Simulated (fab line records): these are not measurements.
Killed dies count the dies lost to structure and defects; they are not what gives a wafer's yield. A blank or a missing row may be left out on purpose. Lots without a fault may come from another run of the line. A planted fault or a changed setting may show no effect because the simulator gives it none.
Which tool did it? ; flow berkeleyCmos170 ; 42 wafers from 14 lots sampled at 3 of the route's 331 steps

== WHAT THE GAUGES SHOWED, per wafer ==
UCB170_CONTACT_OVL_MEAS_16. Usual: CONTACT_OVL typically reads 3 nm, with standard deviation 4.8.
lot;measured;on;CONTACT_OVL (nm);flag
L182;day 7 08:31;overlay-02;8 3 5;
L184;day 7 13:07;overlay-01;-5 -2 4;
L185;day 8 00:23;overlay-01;7 11 7;
L186;day 8 00:35;overlay-01;8 0 2;
L187;day 7 21:17;overlay-01;4 4 2;
L189;day 8 10:20;overlay-02;1 -3 2;
L190;day 8 13:11;overlay-02;0 -3 4;
L191;day 8 22:55;overlay-01;6 18 4;
L193;day 9 03:49;overlay-02;7 -5 4;
L194;day 9 10:01;overlay-01;8 11 6;
L195;day 9 11:44;overlay-01;6 6 5;
L196;day 10 05:31;overlay-02;6 9 5;

== TOOL THAT RAN EACH LOT (tool first, then ch and the chambers of the sampled wafers, then the start) ==
lot;UCB170_NWELL_ETCH_13;UCB170_GATE_ETCH_15
L182;rieDiel-03 ch 2,3, day 2 06:09;rieSi-02 ch 0,1,2, day 6 09:20
L184;rieDiel-03 ch 1,3, day 2 15:10;rieSi-02 ch 0,2,3, day 6 17:23
L185;rieDiel-02 ch 1,2, day 2 18:20;rieSi-01 ch 0,2, day 7 01:17
L186;rieDiel-03 ch 0,1,3, day 3 04:04;rieSi-01 ch 0,2, day 7 00:55
L187;rieDiel-02 ch 0,1, day 3 04:13;rieSi-02 ch 0,2,3, day 7 01:10
L189;rieDiel-04 ch 0,1,3, day 3 16:08;rieSi-02 ch 2,3, day 7 10:28
L190;rieDiel-03 ch 1,2, day 3 22:23;rieSi-02 ch 0,3, day 7 17:35
L191;rieDiel-04 ch 0,2,3, day 4 03:00;rieSi-01 ch 0,1,2, day 8 04:31
L193;rieDiel-02 ch 0,2,3, day 4 17:14;rieSi-01 ch 0,1,3, day 8 08:09
L194;rieDiel-03 ch 1,2,3, day 5 01:51;rieSi-01 ch 0,3, day 8 15:02
L195;rieDiel-03 ch 1,2, day 5 03:59;rieSi-02 ch 0,2,3, day 8 14:55
L196;rieDiel-03 ch 0,1, day 5 10:21;rieSi-01 ch 0,1,3, day 9 07:56
L201;rieDiel-04 ch 0,1,3, day 6 06:56;rieSi-01 ch 0,1,2, day 9 20:28
L200;rieDiel-02 ch 0,2,3, day 6 07:03;rieSi-01 ch 0,1,2, day 9 19:59
- UCB170_NWELL_ETCH_13: etches Si3N4 in CH3F/Ar/O2, stops on SiO2, target depth 246.4 nm, time 154 s.
- UCB170_GATE_ETCH_15: etches poly-Si in HBr/Cl2, stops on SiO2, time 56.3 s, target depth 278.2 nm.

== WHAT THE TOOLS THEMSELVES READ (means of the sampled wafers that have a number; where no wafer has one, the mark that the record gives instead) ==
UCB170_NWELL_ETCH_13. Usual: CH3F_flow_sccm 20.01 sccm, standard deviation 0.061; O2_flow_sccm 7.001 sccm, standard deviation 0.022; drypumpMotorCurrentA 5.7 A, standard deviation 0.43; oesProductAu 0.942 a.u., standard deviation 0.017; runLengthS 182.5 s, standard deviation 0.42; throttleValvePct 8.08 %, standard deviation 0.17.
lot;tool;CH3F_flow_sccm (sccm);O2_flow_sccm (sccm);drypumpMotorCurrentA (A);oesProductAu (a.u.);runLengthS (s);throttleValvePct (%);flag
L182;rieDiel-03;20.04;7.012;5.5;0.923;182.3;8.02;
L184;rieDiel-03;19.98;6.997;5.8;0.951;182.2;8.08;
L185;rieDiel-02;20.01;7.011;6.1;0.948;182.9;8.19;
L186;rieDiel-03;20.02;7.005;5.6;0.943;182.3;7.99;
L187;rieDiel-02;20.03;6.981;5.4;0.952;182.5;8.17;
L189;rieDiel-04;20.01;6.991;5.8;0.948;182.4;7.82;
L190;rieDiel-03;19.91;7.012;5.2;0.940;182.3;8.20;
L191;rieDiel-04;20.04;6.994;5.8;0.938;182.2;7.97;
L193;rieDiel-02;20.03;7.015;5.7;0.958;182.9;8.23;
L194;rieDiel-03;19.99;6.987;5.5;0.944;182.3;8.10;
L195;rieDiel-03;19.98;7.025;5.5;0.937;182.0;8.18;
L196;rieDiel-03;20.07;6.981;5.6;0.951;182.0;8.07;
L201;rieDiel-04;20.03;7.014;5.8;0.934;182.5;7.82;
L200;rieDiel-02;19.99;6.991;5.7;0.937;183.1;8.23;

UCB170_GATE_ETCH_15. Usual: HBr_flow_sccm 150.0 sccm, standard deviation 0.43; biasW 150.0 W, standard deviation 0.47; drypumpMotorCurrentA 5.6 A, standard deviation 0.57; heBacksideLeakSccm 2.8 sccm, standard deviation 0.36; oesProductAu 0.830 a.u., standard deviation 0.017; runLengthS 84.7 s, standard deviation 0.5; throttleValvePct 26.55 %, standard deviation 0.12.
lot;tool;HBr_flow_sccm (sccm);biasW (W);drypumpMotorCurrentA (A);heBacksideLeakSccm (sccm);oesProductAu (a.u.);runLengthS (s);throttleValvePct (%);flag
L182;rieSi-02;149.6;149.8;5.7;2.9;0.836;84.4;26.54;
L184;rieSi-02;149.3;149.8;5.9;2.8;0.838;84.3;26.61;
L185;rieSi-01;149.8;150.2;5.0;2.8;0.815;85.1;26.48;
L186;rieSi-01;150.4;149.9;4.9;3.1;0.825;84.7;26.56;
L187;rieSi-02;149.7;149.9;5.9;2.8;0.848;84.4;26.61;
L189;rieSi-02;149.9;150.1;5.9;3.0;0.846;84.9;26.70;
L190;rieSi-02;150.0;150.1;6.2;2.7;0.837;84.4;26.58;
L191;rieSi-01;149.9;150.5;4.9;2.6;0.820;85.1;26.50;
L193;rieSi-01;149.6;149.8;5.4;2.8;0.822;85.2;26.51;
L194;rieSi-01;150.3;150.3;5.4;2.9;0.828;85.2;26.49;
L195;rieSi-02;150.5;149.7;5.9;2.7;0.841;84.5;26.61;
L196;rieSi-01;150.0;149.8;5.4;2.9;0.821;85.1;26.51;
L201;rieSi-01;149.8;-;5.0;2.7;0.977;62.4;26.50;OFF
L200;rieSi-01;150.0;-;5.0;3.4;0.986;62.4;26.50;OFF

== THE ANSWER, worked out from the rows above alone ==
Rule: a lot is off if the mean of its wafers that have a number lies more than 3 standard deviations from the usual mean. Also off: a lot with no number at a reading for which 4 or more lots have one. Any other lot the step has rows for is counted as sound. The gauges are gone through in route order, then the tools' own readings, and for those a lot's mean is taken as printed above. The first step at which some lot is off is used, and at that step the reading that is off furthest; a lot without a number counts as furthest.
Off: L201, L200, at UCB170_GATE_ETCH_15 (biasW). Without a number there: L201, L200.
A tool fits if, at that step or a process step before it, it ran every lot that is off, and no sound lot after the first of them. One fits: UCB170_GATE_ETCH_15 on rieSi-01. A fault onset in the window from L196 (day 9 07:56, its last sound lot) to L200 (day 9 19:59, its first lot off) fits.
The tool's own readings at UCB170_GATE_ETCH_15 bear it out: on the lots that are off they differ by more than 5 times the standard deviation of the sound lots' means. oesProductAu reads 0.982 a.u. there against 0.831 a.u. on the sound lots; runLengthS reads 62.4 s there against 84.8 s on the sound lots.
Blank at UCB170_GATE_ETCH_15 on the lots that are off, where sound lots have numbers: biasW.

== WHAT THE SIMULATOR HAD PUT IN ==
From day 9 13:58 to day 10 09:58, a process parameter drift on rieSi-01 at UCB170_GATE_ETCH_15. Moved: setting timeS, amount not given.
Lots struck among those shown: L201, L200. The rule given above showed the same thing.
